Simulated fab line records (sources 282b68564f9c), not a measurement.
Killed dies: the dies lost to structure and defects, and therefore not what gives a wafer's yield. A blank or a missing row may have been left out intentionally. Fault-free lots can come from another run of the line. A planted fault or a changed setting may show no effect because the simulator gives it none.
Problem report in the 8D (eight disciplines) form, filled by code -- flow rit_cmos -- the parts of the form that need people (team, actions taken, sign-off) are left out

== 1. WHAT IS WRONG ==
Wafers without a fault read 0.4000 Pa, standard deviation 0.0008; chamber_pressure_pa at RIT_M1_SPUTTER_00 reads a mean of 0.3670 Pa on 9 wafers belonging to 3 lots. Measured from the usual mean, that is -41 standard deviations.
The step: material Al, target thk 400 nm, time 500 s.
Earliest sighting: wafer L225.1 on pvd_sputter-02 at day 6 10:32. Wafers with a number at this step in the record: 45, from 15 lots. By rule, "out" or "out of limits" means more than 4 standard deviations away from the usual mean. Any other wafer with a number is counted as sound.

== 2. WHAT IT IS AND WHAT IT IS NOT ==
question,is,is not
which readings at this step,chamber_pressure_pa,-
which lots,"L225, L227, L229","L210, L211, L212, L213, L215, L216, L218, L219, L220, L221, L223, L232"
which wafers of those lots,all that have a number,-
read on which tools,pvd_sputter-02,"pvd_sputter-03, pvd_sputter-04"
when,from day 6 10:32,up to then (33 sound wafers); but 3 sound wafers of L232 came after

== 3. SUSPECTS, AND WHAT RULES EACH OUT ==
Counting: a tool at any process step up to the reading remains a suspect when it ran all the lots that are out and ran no sound lot after the first of those.
- pvd_sputter-02 at RIT_M1_SPUTTER_00 (material Al, target thk 400 nm, time 500 s): kept. It processed each lot that is out, first L225 at day 6 10:32, and no sound lot thereafter; up to then, the last sound lot it processed was L223 at day 6 03:53. Out on those wafers are its own readings of chamber_pressure_pa.
Remaining after the count: pvd_sputter-02 at RIT_M1_SPUTTER_00.

== 4. THE CAUSE (what the simulator had put in) ==
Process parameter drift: pvd_sputter-02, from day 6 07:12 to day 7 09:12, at RIT_M1_SPUTTER_00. The setting chamber_pressure_pa was moved by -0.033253, starting from 0.4.
Counting left only this tool.

== 5. THE EFFECT CHAIN, in route order ==
Each row: a reading where the mean over the struck wafers with a number is more than 3 standard deviations away from the usual. Readings are gone through only where the record gives a usual standard deviation; hours: the median, over the lots, of the time from a lot's start at the first step in this table giving one to that lot's start at this step; sigmas: the change measured in usual standard deviations.
hours,step,reading,usual,on struck wafers,change,sigmas
0,RIT_M1_SPUTTER_00,chamber_pressure_pa,0.4000 Pa,0.3670,-0.0330,-41
It contains these process steps:
- RIT_M1_SPUTTER_00: material Al, target thk 400 nm, time 500 s.

== 6. WHAT WOULD HAVE CAUGHT IT SOONER ==
First out-of-limits reading in this record: day 6 10:32, which is 3 hours after fault onset at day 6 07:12.
